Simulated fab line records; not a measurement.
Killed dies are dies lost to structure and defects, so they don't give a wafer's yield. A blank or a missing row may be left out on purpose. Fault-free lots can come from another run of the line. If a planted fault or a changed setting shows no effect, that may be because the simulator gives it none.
Chamber matching    flow berkeley_cmos170    UCB170_V2_CMP_02 on cmp-02: 4 sister chambers
The step polishes SiO2. 16 wafers are shown with their chamber, then 8 later ones without.

== WAFERS PAIRED WITH THEIR CHAMBERS ==
wafer   chamber  motor_current_A (A)  slurry_filter_dp_kPa (kPa)
L309.1  0        14.8                 13.41
L309.3  2        16.7                 13.42
L309.5  1        17.0                 13.64
L311.3  3        17.3                 13.52
L311.4  2        15.2                 13.53
L311.6  1        16.8                 13.21
L314.1  1        18.7                 13.64
L314.2  0        15.5                 13.36
L314.3  2        15.6                 13.55
L317.1  0        15.0                 13.77
L317.2  2        16.4                 13.60
L317.4  3        17.3                 13.67
L322.1  1        17.5                 13.67
L322.3  0        14.3                 13.30
L322.4  2        15.7                 13.45
L323.1  3        16.8                 13.60

SIGNATURES (averages over the wafers above)
reading               chamber 0  chamber 1  chamber 2  chamber 3  scatter within a chamber
motor_current_A       14.900     17.500     15.920     17.133     0.619
slurry_filter_dp_kPa  13.4600    13.5400    13.5100    13.5967    0.162
Rule: a wafer lies at a distance from a chamber equal to the root of the sum of squares, over the readings, of (its reading less the chamber's mean, divided by the reading's scatter). The wafer belongs to the nearest chamber; if the next one is less than 2 further off, it can't be placed. How the scatter is found: for the shown wafers, subtract from each reading the mean of its chamber, square and add these, divide the total by (wafers less chambers), then take the root.

== WAFERS WITH NO CHAMBER GIVEN ==
wafer   motor_current_A (A)  slurry_filter_dp_kPa (kPa)
L323.4  15.9                 13.74
L323.5  14.5                 13.39
L320.2  15.5                 13.60
L320.3  17.1                 13.57
L320.4  16.2                 13.48
L319.3  15.9                 13.48
L319.4  14.7                 13.63
L319.6  17.9                 13.87

== WHICH CHAMBER EACH WENT THROUGH ==
wafer   from the rows above                in truth
L323.4  can't be placed: 2 or 3 or 0 or 1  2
L323.5  can't be placed: 0 or 2            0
L320.2  can't be placed: 2 or 0 or 3       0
L320.3  can't be placed: 3 or 1 or 2       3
L320.4  can't be placed: 2 or 3 or 0 or 1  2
L319.3  can't be placed: 2 or 0 or 3       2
L319.4  can't be placed: 0 or 2            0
L319.6  can't be placed: 3 or 1 or 2       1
Correct placement for 0 of the 8. Not placeable from these rows: 8 (in 8, the candidates include the true chamber). 0 placed wrongly.
